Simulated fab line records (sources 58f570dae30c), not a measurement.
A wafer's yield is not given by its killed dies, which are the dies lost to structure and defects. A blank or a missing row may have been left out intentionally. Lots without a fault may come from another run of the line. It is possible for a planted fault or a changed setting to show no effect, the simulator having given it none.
A single fault, viewed from 2 desks / flow berkeleyCmos170 / numbers are kept per desk, each desk with only its own; the story behind them comes last

== TOOL OWNER'S DESK, krfScanner-01 ==
The tool's own readings at UCB170_ZERO_EXPOSE_03 (exposes mask PM MARKS, target cd 4000 nm): means of the sampled wafers that have a number, for each lot that ran on this tool. Any lot whose mean is over 4 standard deviations away from the usual mean is out of limits and marked OUT; that distance is given in the brackets.
Columns: A = exposureDoseMJCm2 at UCB170_ZERO_EXPOSE_03, usual 30.006; B = focusOffsetNm at UCB170_ZERO_EXPOSE_03, usual 0.0 nm
lot=L447; first seen here=day 2 15:22; A=30.005; B=0.2
lot=L449; first seen here=day 2 21:00; A=30.003; B=-0.0
lot=L450; first seen here=day 2 23:31; A=29.961; B=0.2
lot=L453; first seen here=day 3 14:58; A=29.991; B=0.3
lot=L463; first seen here=day 5 16:08; A=30.015; B=-0.2
lot=L464; first seen here=day 5 20:44; A=30.037; B=-0.1
lot=L466; first seen here=day 6 09:58; A=29.995; B=0.1
Result from this desk: across the 7 lots, nothing is out of limits.

== FROM THE METROLOGY DESK ==
Lot by lot, what the gauges showed, no matter which tool ran the lot: averages of those sampled wafers that carry a number. Any lot whose mean is over 4 standard deviations away from the usual mean is out of limits and marked OUT; that distance is given in the brackets.
Columns: A = NWELL_OXIDE_THK at UCB170_NWELL_THK_MEAS_02, usual 26.4 nm; B = NWELL_TW at UCB170_NWELL_TW_MEAS_16, usual 1266; C = ACTIVE_NITRIDE_THK at UCB170_ACTIVE_THK_MEAS_06, usual 219.8 nm
lot=L444; first seen here=day 2 09:18; A=25.9; B=1260; C=223.7
lot=L446; first seen here=day 2 09:18; A=25.9; B=1260; C=222.0
lot=L448; first seen here=day 2 19:03; A=26.5; B=1264; C=218.0
lot=L447; first seen here=day 2 19:04; A=27.1; B=1278; C=221.9
lot=L450; first seen here=day 3 01:40; A=25.7; B=1263; C=221.7
lot=L449; first seen here=day 3 01:41; A=25.6; B=1269; C=218.0
lot=L453; first seen here=day 3 18:38; A=26.4; B=1270; C=219.4
lot=L457; first seen here=day 4 12:51; A=26.6; B=1267; C=218.8
lot=L464; first seen here=day 6 00:14; A=27.8; B=1257; C=215.5
lot=L463; first seen here=day 6 00:14; A=26.2; B=1263; C=217.0
lot=L466; first seen here=day 6 16:14; A=27.3; B=1267; C=219.2
lot=L467; first seen here=day 6 21:50; A=26.8; B=1266; C=219.0
Result from this desk: across the 12 lots, nothing is out of limits.

== ALL TOGETHER ==
The tool owner's desk saw nothing out of limits.
At the metrology desk, nothing out of limits was observed.

== WHAT HAD BEEN PUT IN BY THE SIMULATOR ==
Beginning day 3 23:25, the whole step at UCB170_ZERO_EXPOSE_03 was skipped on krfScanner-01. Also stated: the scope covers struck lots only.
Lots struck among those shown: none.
